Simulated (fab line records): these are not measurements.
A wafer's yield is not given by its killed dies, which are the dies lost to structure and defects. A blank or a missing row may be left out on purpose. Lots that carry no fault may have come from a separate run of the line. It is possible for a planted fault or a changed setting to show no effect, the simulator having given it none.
A struck lot beside a sound one ; flow berkeleyCmos170 ; 17 out of 331 route steps
Sound: wafers L490.1, L490.4, L490.5. Wafers struck: L488.2, L488.4, L488.6. The cause comes at the end.
Each step with rows lists, per side, the tool, then ch with its chambers, then its first start. Under that, the readings that differ: sound wafers ; struck wafers ; difference of the means ; sigmas: that difference in standard deviations of wafers without a fault.
alike: words and numbers the same on both sides, and readings whose means are apart by under 2 such deviations; not compared: readings that were withheld, readings missing a value for some wafer, numbers with overlapping values and no deviation given by the record, and bounds like >300 which may hide the same value.
The two part at a step that has a row with sigmas, a row that says differs or no value, or rows on one side only. When numbers do not overlap yet have no deviation, they are printed without sigmas and do not part them. A reading that every wafer of one side lacks parts them only if that side has two wafers or more.

first, 1 step without rows for these wafers: UCB170_NWELL_OXIDATION_01 (target thk 26.4 nm, ox time 1260 s).
UCB170_NWELL_THK_MEAS_02:
  struck on filmMetro-03, day 5 21:44; sound on filmMetro-03, day 6 06:44
  alike: NWELL_OXIDE_THK
then, 2 steps without rows for these wafers: UCB170_NWELL_ANNEAL_03 (time 900 s); UCB170_NWELL_CVD_04 (deposits Si3N4 from SiH2Cl2/NH3, target thk 224 nm, time 3360 s).
UCB170_NWELL_THK_MEAS_05:
  struck on filmMetro-03, day 6 05:00; sound on filmMetro-02, day 6 18:21
  alike: NWELL_NITRIDE_THK
then, 6 steps without rows for these wafers: UCB170_NWELL_HMDS_06 (prime time 60 s); UCB170_NWELL_COAT_07 (resist thk 900 nm); UCB170_NWELL_SOFTBAKE_08 (time 60 s); UCB170_NWELL_EXPOSE_09 (exposes mask NWELL, target cd 3000 nm); UCB170_NWELL_PEB_10; UCB170_NWELL_DEVELOP_11 (develop time 45 s).
UCB170_NWELL_OVL_MEAS_12:
  struck on overlay-02, day 6 06:01; sound on overlay-01, day 6 19:16
  alike: NWELL_OVL
UCB170_NWELL_ETCH_13: etches Si3N4 in CH3F/Ar/O2, stops on SiO2, target depth 246.4 nm, time 154 s.
  sound on rieDiel-02 ch 0,1,2, day 6 19:17; struck on rieDiel-04 ch 0,2, day 6 06:03
  no value came back on the struck wafers for any of 7 readings (CH3F_flow_sccm (sccm), O2_flow_sccm (sccm) and others); on the sound wafers CH3F_flow_sccm (sccm) reads 20.02 20.02 19.96
reading;sound;struck;difference;sigmas
model.KrF_of_NWELL_COAT_07.thkNm (nm);720.5 718.8 724.1;884.3 885.9 887.8;+164.9;
  not compared: rfHoursCounterH
then, 1 step without rows for these wafers: UCB170_NWELL_IMPLANT_14.
UCB170_NWELL_STRIP_15: strips in O2.
  sound on plasmaAsher-04 ch 0,1, day 6 19:32; struck on plasmaAsher-04 ch 0,1, day 6 06:18
reading;sound;struck;difference;sigmas
oesProductAu (a.u.);0.721 0.725 0.725;0.730 0.735 0.732;+0.009;+2
stripTimeToEndpointS (s);17.98 17.94 18.09;21.59 21.65 21.67;+3.63;+33
  alike: drypumpMotorCurrentA, o2FlowSccm
  not compared: rfHoursCounterH
UCB170_NWELL_TW_MEAS_16:
  struck on filmMetro-02, day 6 06:25; sound on filmMetro-02, day 6 19:38
  alike: NWELL_TW
-- the record jumps here: 7 days lie between the struck wafers' starts before and after (it left off in module NWELL and takes up again in module M3, whose first step shown is number 331 of the route) --
UCB170_M3_PROBE_99:
  record: rows for the struck wafers here (prober-02, day 12 23:13), none for the sound ones

## WHERE THEY PART
At UCB170_NWELL_ETCH_13 first; at UCB170_M3_PROBE_99 last (within this record only).

WHY: what the simulator had put in
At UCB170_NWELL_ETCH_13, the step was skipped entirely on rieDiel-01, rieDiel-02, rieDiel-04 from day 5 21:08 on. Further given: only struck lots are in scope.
